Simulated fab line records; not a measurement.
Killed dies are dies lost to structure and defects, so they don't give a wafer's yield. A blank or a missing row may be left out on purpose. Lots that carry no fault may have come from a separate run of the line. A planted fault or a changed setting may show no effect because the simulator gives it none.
fab line records | flow berkeleyCmos170
record: lots: 14 | wafers: 42 | lastDay: 13
route steps=331 shown CONTACT@222
lots that met no fault: taken from a fault-free run of the same line
startH: hours from the record's opening day to when the first of the lot's shown wafers began | waitH: hours from the lot's prior step to this one | " identical to the entry in the row above | L1.1+2: several wafers, shown together as one row | - either no value or no given start | * or withheld: withheld | < > ~ a bound
route shown NAME@n: a module of which the file shows steps, and the number in the route of the first | usual: mean/standard deviation of fault-free wafers | same: alike in all rows | chamber/n: place in a boat | sites: per-site readings | _std_site: their standard deviation | _edge_site: inner sites' mean taken away from outer sites' mean | radiusMm: how far each site lies from the wafer's centre | mask NAME#n: copy n | behind: the last tool/chamber to shape the wafer | hold: what put the lot on hold/how long, in hours/how the hold closed | device: the transistor (n, p or np) that didn't switch | end of line: the tests these same wafers got at the end of their route | where a step has no rows: the recipe by itself | killed: not the wafer's yield, but the dies lost to structure and defects at the first sort | map: shows each die of a wafer: x if killed, . if not, _ if none is there
set.NAME: setting as actually run; set.NAME@STEP: the setting as run at that earlier step | model.NAME: the simulator's own value behind a step, which no gauge read
the route's steps for a sample of lots (tables are steps, rows are wafers)
services: from which hour (startH, from the record's first day; less than 0 if before it) a tool's chamber was out of use, for how many hours, and why
== steps ==
step: UCB170_CONTACT_STRIP_06
recipe: chemistry: O2 | powerW: 400 | pressureMtorr: 3500 | platenTempC: withheld | o2FlowSccm: 400 | overashFraction: 0.5
usual: chamberPressureMTorr: 3500/3.1 | drypumpMotorCurrentA: 5.7/0.59 | oesProductAu: 0.735/0.0045 | stripTimeToEndpointS: 21.97/0.056
lot.wafer | tool           | chamber | startH | waitH | chamberPressureMTorr | drypumpMotorCurrentA | oesProductAu | rfHoursCounterH | stripTimeToEndpointS
L869.3    | plasmaAsher-01 | 0       | 142.25 | 0.1   | 3501                 | 4.9                  | 0.731        | -               | 21.98
L869.4    | "              | 1       | "      | "     | 3503                 | 6.6                  | 0.737        | -               | 21.97
L869.5    | "              | 0       | "      | "     | 3499                 | 4.9                  | 0.727        | -               | 21.96
L871.1    | plasmaAsher-01 | 1       | 153.42 | 0.1   | 3495                 | 6.6                  | 0.736        | 47              | 21.99
L871.3    | "              | 1       | "      | "     | 3498                 | 6.6                  | 0.738        | -               | 21.97
L871.5    | "              | 0       | "      | "     | 3504                 | 4.9                  | 0.728        | -               | 22.04
L872.1    | plasmaAsher-03 | 1       | 154.76 | 0.1   | 3499                 | 6.0                  | 0.737        | 40              | 21.95
L872.3    | "              | 1       | "      | "     | 3499                 | 6.0                  | 0.736        | -               | 22.03
L872.5    | "              | 0       | "      | "     | 3502                 | 6.2                  | 0.739        | -               | 22.02
L873.1    | plasmaAsher-02 | 0       | 164.80 | 0.1   | -                    | -                    | -            | -               | -
L873.2    | "              | 1       | "      | "     | -                    | -                    | -            | -               | -
L873.3    | "              | 0       | "      | "     | -                    | -                    | -            | -               | -
L874.2    | plasmaAsher-03 | 0       | 177.89 | 0.1   | -                    | -                    | -            | -               | -
L874.4    | "              | 1       | "      | "     | -                    | -                    | -            | -               | -
L874.6    | "              | 1       | "      | "     | -                    | -                    | -            | -               | -
L880.1    | plasmaAsher-01 | 0       | 218.47 | 0.1   | 3494                 | 4.9                  | 0.735        | 53              | 21.96
L880.2    | "              | 1       | "      | "     | 3496                 | 6.6                  | 0.727        | 53              | 22.04
L880.4    | "              | 0       | "      | "     | 3500                 | 5.0                  | 0.733        | -               | 22.01
L884.1    | plasmaAsher-03 | 0       | 230.25 | 0.1   | 3498                 | 6.2                  | 0.738        | 46              | 22.03
L884.3    | "              | 0       | "      | "     | 3501                 | 6.2                  | 0.731        | -               | 21.96
L884.4    | "              | 1       | "      | "     | 3502                 | 6.0                  | 0.737        | -               | 21.97
L885.1    | plasmaAsher-01 | 1       | 230.25 | 0.1   | 3502                 | 6.7                  | 0.740        | 54              | 21.93
L885.4    | "              | 1       | "      | "     | 3502                 | 6.6                  | 0.732        | -               | 21.89
L885.6    | "              | 1       | "      | "     | 3501                 | 6.6                  | 0.735        | -               | 21.90
L881.2    | plasmaAsher-02 | 0       | 230.29 | 0.1   | 3501                 | 5.2                  | 0.735        | 48              | 21.82
L881.3    | "              | 0       | "      | "     | 3496                 | 5.2                  | 0.731        | -               | 21.94
L881.4    | "              | 1       | "      | "     | 3501                 | 5.4                  | 0.736        | -               | 21.90
L888.1    | plasmaAsher-03 | 0       | 253.55 | 0.1   | 3499                 | 6.2                  | 0.734        | 49              | 21.92
L888.2    | "              | 1       | "      | "     | 3501                 | 6.0                  | 0.738        | 49              | 21.92
L888.3    | "              | 0       | "      | "     | 3496                 | 6.2                  | 0.746        | -               | 21.97
L889.1    | plasmaAsher-02 | 0       | 255.61 | 0.1   | 3497                 | 5.2                  | 0.735        | 51              | 22.04
L889.5    | "              | 0       | "      | "     | 3499                 | 5.2                  | 0.740        | -               | 21.96
L889.6    | "              | 1       | "      | "     | 3502                 | 5.4                  | 0.734        | -               | 22.07
L890.3    | plasmaAsher-01 | 0       | 255.80 | 0.1   | 3504                 | 4.9                  | 0.740        | -               | 21.88
L890.4    | "              | 1       | "      | "     | 3503                 | 6.6                  | 0.735        | -               | 21.94
L890.5    | "              | 1       | "      | "     | 3500                 | 6.6                  | 0.736        | -               | 21.91
L887.3    | plasmaAsher-02 | 1       | 256.10 | 0.1   | 3505                 | 5.4                  | 0.732        | -               | 21.98
L887.4    | "              | 0       | "      | "     | 3508                 | 5.2                  | 0.736        | -               | 21.95
L887.6    | "              | 0       | "      | "     | 3501                 | 5.2                  | 0.735        | -               | 21.94
L891.1    | plasmaAsher-02 | 1       | 272.78 | 0.1   | 3504                 | 5.4                  | 0.735        | 53              | 21.87
L891.3    | "              | 0       | "      | "     | 3497                 | 5.2                  | 0.740        | -               | 22.01
L891.6    | "              | 0       | "      | "     | 3502                 | 5.2                  | 0.742        | -               | 21.93
== services ==
tool           | chamber | startH | hours | kind
plasmaAsher-02 | -       | 150.46 | 2.8   | pm
plasmaAsher-03 | -       | 219.91 | 0.7   | repair
== key ==
firstSign: step: UCB170_CONTACT_STRIP_06 | reading: toolRecord | direction: missing
effect none on later readings
metAt UCB170_CONTACT_STRIP_06
struckLots L873,L874
laterRowsLeftOut L873.1,L873.2,L873.3,L874.2,L874.4,L874.6
sortLeftOut L873.1,L873.2,L873.3,L874.2,L874.4,L874.6
testerLeftOut L873,L874
onsetBetween 154.76 164.80
fault: kind: skippedStepWhole | tool: plasmaAsher-02,plasmaAsher-03 | chamber: - | onsetH: 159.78 | steps: UCB170_CONTACT_STRIP_06 | scope: struckLotsOnly
testerLeftOut: of these lots the tester's yield and bins aren't shown, on N5 and GAA mostly nor the transistor test; their killed dies are dies lost to structure and defects alone, not to doping, threshold or leakage, so they don't give the yield
sortLeftOut: the simulated sort isn't trusted on such a fault, so these wafers' sort isn't shown, and their yield isn't known
laterRowsLeftOut: the simulator's readings of these wafers behind a module that went badly wrong aren't trusted and aren't shown, but for the sort
